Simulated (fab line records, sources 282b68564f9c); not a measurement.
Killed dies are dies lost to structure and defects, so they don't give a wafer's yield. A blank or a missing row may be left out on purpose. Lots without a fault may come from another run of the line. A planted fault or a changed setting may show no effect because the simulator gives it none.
Which tool did it? | flow rit_cmos | 15 lots, 45 wafers sampled, at 2 steps of a route of 202

WHAT THE GAUGES READ, wafer by wafer
The record holds no reading of a measuring or inspecting step that can be judged against a usual standard deviation.

WHICH TOOL RAN EACH LOT (tool, then ch and the chambers of the sampled wafers, then the start)
lot  | RIT_PLDD_STRIP_09                   | RIT_M1_PROBE_99
L302 | plasma_asher-04 ch 0,1, day 3 00:07 | -
L303 | plasma_asher-04 ch 0,1, day 3 05:06 | prober-01, day 3 18:42
L306 | plasma_asher-01 ch 0,1, day 4 00:27 | -
L308 | plasma_asher-02 ch 0,1, day 4 07:46 | prober-01, day 4 21:52
L307 | plasma_asher-01 ch 0,1, day 4 08:01 | prober-02, day 4 23:22
L309 | plasma_asher-04 ch 0,1, day 4 15:16 | -
L310 | plasma_asher-01 ch 0,1, day 4 23:01 | -
L311 | plasma_asher-04 ch 0,1, day 5 01:50 | prober-01, day 5 15:40
L312 | plasma_asher-01 ch 0,1, day 5 05:03 | -
L313 | plasma_asher-02 ch 0,1, day 5 13:15 | -
L314 | plasma_asher-01 ch 0,1, day 5 14:28 | prober-02, day 6 05:00
L319 | plasma_asher-01 ch 0,1, day 6 13:51 | -
L321 | plasma_asher-01 ch 0,1, day 7 00:41 | prober-02, day 7 15:26
L322 | plasma_asher-01 ch 0,1, day 7 08:57 | -
L324 | plasma_asher-02 ch 0,1, day 7 18:07 | prober-02, day 8 08:40
- RIT_PLDD_STRIP_09: strips in O2, time 180 s.
- RIT_M1_PROBE_99

WHAT THE TOOLS THEMSELVES READ (means of the sampled wafers that have a number; where no wafer has one, the mark that the record gives instead)
RIT_PLDD_STRIP_09. Usual: chamber_pressure_mTorr 4000 mTorr, standard deviation 3.1; drypump_motor_current_A 5.72 A, standard deviation 0.28; o2_flow_sccm 4000 sccm, standard deviation 12.
lot  | tool            | chamber_pressure_mTorr (mTorr) | drypump_motor_current_A (A) | o2_flow_sccm (sccm) | flag
L302 | plasma_asher-04 | 3998                           | 5.75                        | 4007                |
L303 | plasma_asher-04 | 4002                           | 5.75                        | 3995                |
L306 | plasma_asher-01 | 3999                           | 5.74                        | 3983                |
L308 | plasma_asher-02 | 4001                           | 5.29                        | 3994                |
L307 | plasma_asher-01 | 4000                           | 5.71                        | 3975                |
L309 | plasma_asher-04 | 4002                           | 5.76                        | 4001                |
L310 | plasma_asher-01 | 4002                           | 5.72                        | 4006                |
L311 | plasma_asher-04 | 4001                           | 5.84                        | 4005                |
L312 | plasma_asher-01 | 4003                           | 5.90                        | 3991                |
L313 | plasma_asher-02 | 3998                           | 5.51                        | 4010                |
L314 | plasma_asher-01 | 4000                           | 5.90                        | 4002                |
L319 | plasma_asher-01 | 4001                           | 5.89                        | 3212                | OFF
L321 | plasma_asher-01 | 3998                           | 5.72                        | 3199                | OFF
L322 | plasma_asher-01 | 4001                           | 5.73                        | 3200                | OFF
L324 | plasma_asher-02 | 4001                           | 5.49                        | 3991                |

RIT_M1_PROBE_99. Usual: killed_at_M0_to_M3 0.0, standard deviation 0.12; killed_at_contacts 0.1, standard deviation 0.23; killed_at_front_end 6, standard deviation 3.1; killed_dies 6, standard deviation 3.1; killed_open 3.2, standard deviation 1.9; killed_short 3.2, standard deviation 2.1.
lot  | tool      | killed_at_M0_to_M3 | killed_at_contacts | killed_at_front_end | killed_dies | killed_open | killed_short | flag
L303 | prober-01 | 0.0                | 0.0                | 6                   | 6           | 3.0         | 2.7          |
L308 | prober-01 | 0.0                | 0.0                | 5                   | 5           | 2.3         | 2.3          |
L307 | prober-02 | 0.0                | 0.0                | 4                   | 4           | 2.0         | 2.3          |
L311 | prober-01 | 0.0                | 0.0                | 3                   | 3           | 1.0         | 2.0          |
L314 | prober-02 | 0.0                | 0.0                | 7                   | 7           | 3.0         | 3.7          |
L321 | prober-02 | 0.0                | 0.0                | 11                  | 11          | 4.0         | 6.7          |
L324 | prober-02 | 0.0                | 0.0                | 5                   | 5           | 2.3         | 2.3          |

THE ANSWER, worked out from the rows above alone
Rule: a lot is off if the mean of its wafers that have a number lies more than 3 standard deviations from the usual mean. A lot without any number at a reading at which 4 lots or more have one is off too. The other lots that the step has rows for count as sound. The gauges are gone through in route order, then the tools' own readings, and for those a lot's mean is taken as printed above. The first step at which some lot is off is used, and at that step the reading that is off furthest; a lot without a number counts as furthest.
Off: L319, L321, L322, at RIT_PLDD_STRIP_09 (o2_flow_sccm).
A tool fits if, at that step or a process step before it, it ran every lot that is off, and no sound lot after the first of them. One fits: plasma_asher-01 at RIT_PLDD_STRIP_09. Its last sound lot is L314 (day 5 14:28), its first lot that is off L319 (day 6 13:51): a fault that began between those two fits.
The tool's own readings at RIT_PLDD_STRIP_09 bear it out: on the lots that are off they differ by more than 5 times the standard deviation of the sound lots' means. o2_flow_sccm reads 3204 sccm there against 3997 sccm on the sound lots.

WHAT THE SIMULATOR HAD PUT IN
Process parameter drift: plasma_asher-01, from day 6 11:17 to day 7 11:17, at RIT_PLDD_STRIP_09. Setting o2_flow_sccm, moved by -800, from 4000. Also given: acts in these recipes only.
Lots struck among those shown: L319, L321, L322. The rule above found the same.
